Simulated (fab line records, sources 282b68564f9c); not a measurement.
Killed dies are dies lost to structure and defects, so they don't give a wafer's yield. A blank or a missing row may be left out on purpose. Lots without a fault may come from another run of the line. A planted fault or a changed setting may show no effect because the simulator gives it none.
One fault seen from 2 desks | flow rit_cmos | each desk has only its own numbers; what lay behind them comes last

THE METROLOGY DESK
What the gauges read, lot by lot, whatever tool the lot ran on: means of the sampled wafers that have a number. A lot is out of limits, marked OUT, if its mean lies more than 4 standard deviations from the usual mean; the brackets give that distance.
Columns: A = NLDD_TW at RIT_NLDD_TW_MEAS_10, usual 2472; B = NLDD_RS at RIT_SDANNEAL_RS_MEAS_07, usual 151.5 ohm/sq
lot  | first seen here | A              | B
L493 | day 3 01:24     | 2465           | 152.2
L495 | day 3 13:15     | 2443           | 151.3
L496 | day 3 22:52     | 2463           | 151.8
L498 | day 4 08:23     | 2464           | 151.6
L500 | day 4 17:51     | 2469           | 151.8
L501 | day 4 21:56     | 2493           | 151.4
L502 | day 5 02:55     | 2463           | 151.7
L503 | day 5 07:53     | 2467           | 151.4
L505 | day 5 15:56     | 2464           | 150.5
L509 | day 6 11:16     | 2463           | 150.8
L510 | day 6 15:07     | 2477           | 150.6
L511 | day 6 15:13     | 2698 (+19) OUT | 113.5 (-69) OUT
L513 | day 7 04:37     | 2728 (+21) OUT | 113.4 (-69) OUT
L516 | day 7 22:00     | 2475           | 151.6
This desk's finding: out of limits on L511, L513; first on L511, day 6 15:13 (NLDD_TW at RIT_NLDD_TW_MEAS_10). In limits: L493, L495, L496, L498, L500, L501, L502, L503, L505, L509, L510, L516.

THE TOOL OWNER'S DESK: implanter-01
The tool's own readings at RIT_NLDD_IMPLANT_08: means of the sampled wafers that have a number, for each lot that ran on this tool. A lot is out of limits, marked OUT, if its mean lies more than 4 standard deviations from the usual mean; the brackets give that distance.
Columns: A = beam_energy_keV at RIT_NLDD_IMPLANT_08, usual 20.000; B = beam_on_s at RIT_NLDD_IMPLANT_08, usual 10.01 s; C = faraday_current_uA at RIT_NLDD_IMPLANT_08, usual 1571
lot  | first seen here | A      | B               | C
L498 | day 4 08:04     | 19.998 | 10.07           | 1558
L500 | day 4 17:32     | 19.995 | 10.00           | 1576
L501 | day 4 21:38     | 20.008 | 9.89            | 1592
L509 | day 6 10:57     | 19.995 | 9.96            | 1582
L511 | day 6 14:54     | 20.001 | 14.31 (+23) OUT | 1099 (-16) OUT
L513 | day 7 04:18     | 20.003 | 14.49 (+24) OUT | 1084 (-17) OUT
This desk's finding: out of limits on L511, L513; first on L511, day 6 14:54 (beam_on_s at RIT_NLDD_IMPLANT_08). In limits: L498, L500, L501, L509.

PUT TOGETHER
The tool owner's desk could have raised an alarm at day 6 14:54, on L511, L513.
The metrology desk could have raised an alarm at day 6 15:13, on L511, L513.
Of the lots named, all ran RIT_NLDD_IMPLANT_08 on implanter-01.

WHAT THE SIMULATOR HAD PUT IN
Process parameter drift: implanter-01, from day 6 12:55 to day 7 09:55, at RIT_NLDD_IMPLANT_08. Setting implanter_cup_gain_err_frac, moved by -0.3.
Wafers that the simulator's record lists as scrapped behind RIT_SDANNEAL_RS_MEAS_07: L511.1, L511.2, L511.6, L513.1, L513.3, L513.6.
Lots struck among those shown: L511, L513.
Hours from the fault's start to each desk's first reading out of limits: the tool owner's desk, 2; the metrology desk, 2.
